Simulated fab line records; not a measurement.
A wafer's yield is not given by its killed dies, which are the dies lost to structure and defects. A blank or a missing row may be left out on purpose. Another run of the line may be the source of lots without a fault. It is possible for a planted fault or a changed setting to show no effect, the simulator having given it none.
8D (eight disciplines) problem report, filled in by code :: flow rit cmos :: the parts of the form that need people (team, actions taken, sign-off) are left out

## 1. THE ISSUE
SPACER_NITRIDE_THK at RIT_SPACER_THK_MEAS_04 reads a mean of 351.1 nm on 3 wafers of 1 lot; wafers without a fault read 250.1 nm with a standard deviation of 2.4. That puts it +42 standard deviations away from the usual mean.
First seen on wafer L609.2, day 6 06:56, on film metro-04. The record holds 39 wafers of 13 lots with a number at this step. The rule behind "out" and "out of limits": a value lying over 4 standard deviations away from the usual mean. The rest of the wafers with a number are treated as sound.

## 2. WHAT IT IS AND WHAT IT IS NOT
question: which readings at this step
is: SPACER_NITRIDE_THK
is not: -

question: which lots
is: L609
is not: L594, L595, L596, L597, L598, L599, L600, L602, L610, L611, L612, L615

question: which wafers of those lots
is: all that have a number
is not: -

question: read on which gauges
is: film metro-04
is not: film metro-01, film metro-03

question: when
is: from day 6 06:56
is not: up to then (24 sound wafers); but 12 sound wafers of L610, L611, L612, L615 came after

## 3. WHAT RULES OUT EACH SUSPECT
Counting: a tool at a process step up to the reading stays a suspect if it ran every lot that is out and no sound lot after the first of them.
- the gauge at RIT_SPACER_THK_MEAS_04 is ruled out. All the wafers that are out were read on film metro-04, but those of them that RIT_SPACER_CVD_03 has rows for are out there too, on other tools.
- plasma asher-02 at RIT_NWELL_STRIP_09 (strips in O2, time 180 s): ruled out as a lasting fault. After its first lot that is out, L609 (day 5 03:34), sound lots L610, L615 ran on it.
- lpcvd-02 at RIT_SPACER_CVD_03 (deposits Si3N4 from SiH2Cl2/NH3, target thk 250 nm, time 3300 s): kept. It ran the lot that is out, L609 (day 6 05:00), and no sound lot after that; its last sound lot up to then is L598 (day 3 18:57). On those wafers its own readings are out: spike tc centre C, spike tc load C, spike tc source C.
The count leaves lpcvd-02 at RIT_SPACER_CVD_03.

## 4. THE CAUSE (what the simulator had put in)
lpcvd-02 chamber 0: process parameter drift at RIT_SPACER_CVD_03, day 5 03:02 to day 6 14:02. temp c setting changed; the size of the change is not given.
Only this tool survived the counting.

## 5. THE CHAIN OF EFFECTS, in route order
Each row: a reading where the mean over the struck wafers with a number is more than 3 standard deviations away from the usual. Scope: only readings with a usual standard deviation given in the record; hours: median across lots of the time from each lot's start at the first step in this table that gives one to its start at this step; sigmas: change in usual standard deviations.
hours: 0
step: RIT_SPACER_CVD_03
reading: spike tc centre C
usual: 812.2 C
on struck wafers: 832.6
change: +20.4
sigmas: +17

hours: 0
step: RIT_SPACER_CVD_03
reading: spike tc load C
usual: 832.8 C
on struck wafers: 853.5
change: +20.7
sigmas: +12

hours: 0
step: RIT_SPACER_CVD_03
reading: spike tc source C
usual: 831.5 C
on struck wafers: 849.1
change: +17.6
sigmas: +8.8

hours: 0
step: RIT_SPACER_CVD_03
reading: zone power source pct
usual: 19.3 %
on struck wafers: 21.1
change: +1.8
sigmas: +4.2

hours: 2
step: RIT_SPACER_THK_MEAS_04
reading: SPACER_NITRIDE_THK
usual: 250.1 nm
on struck wafers: 351.1
change: +101.0
sigmas: +42

hours: 2
step: RIT_SPACER_ETCHBACK_05
reading: oes product au
usual: 0.847 a.u.
on struck wafers: 1.020
change: +0.173
sigmas: +14

hours: 13
step: RIT_M1_PROBE_99
reading: killed at front end
usual: 7
on struck wafers: 264
change: +257
sigmas: +78

hours: 13
step: RIT_M1_PROBE_99
reading: killed dies
usual: 7
on struck wafers: 264
change: +257
sigmas: +78

hours: 13
step: RIT_M1_PROBE_99
reading: killed on rim
usual: 2.0
on struck wafers: 70.0
change: +68.0
sigmas: +45
Its process steps:
- RIT_SPACER_CVD_03: deposits Si3N4 from SiH2Cl2/NH3, target thk 250 nm, time 3300 s.
- RIT_SPACER_ETCHBACK_05: etches Si3N4 in SF6/CHF3, stops on SiO2, target depth 250 nm, time 240 s.
- RIT_M1_PROBE_99

## 6. WHAT WOULD HAVE CAUGHT IT SOONER
The first out-of-limits reading at a measuring or inspecting step in this record came at day 6 06:56, 28 hours after the fault's start at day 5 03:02.
Tool's own readings at RIT_SPACER_CVD_03, spike tc centre C, spike tc load C, spike tc source C: out on all struck wafers the step has rows for; an alarm limit on them would have tripped on the first.
Lots out: 1; all had begun RIT_SPACER_CVD_03 on lpcvd-02 by day 6 06:56. Tool hold at that time: it would have spared none of them.
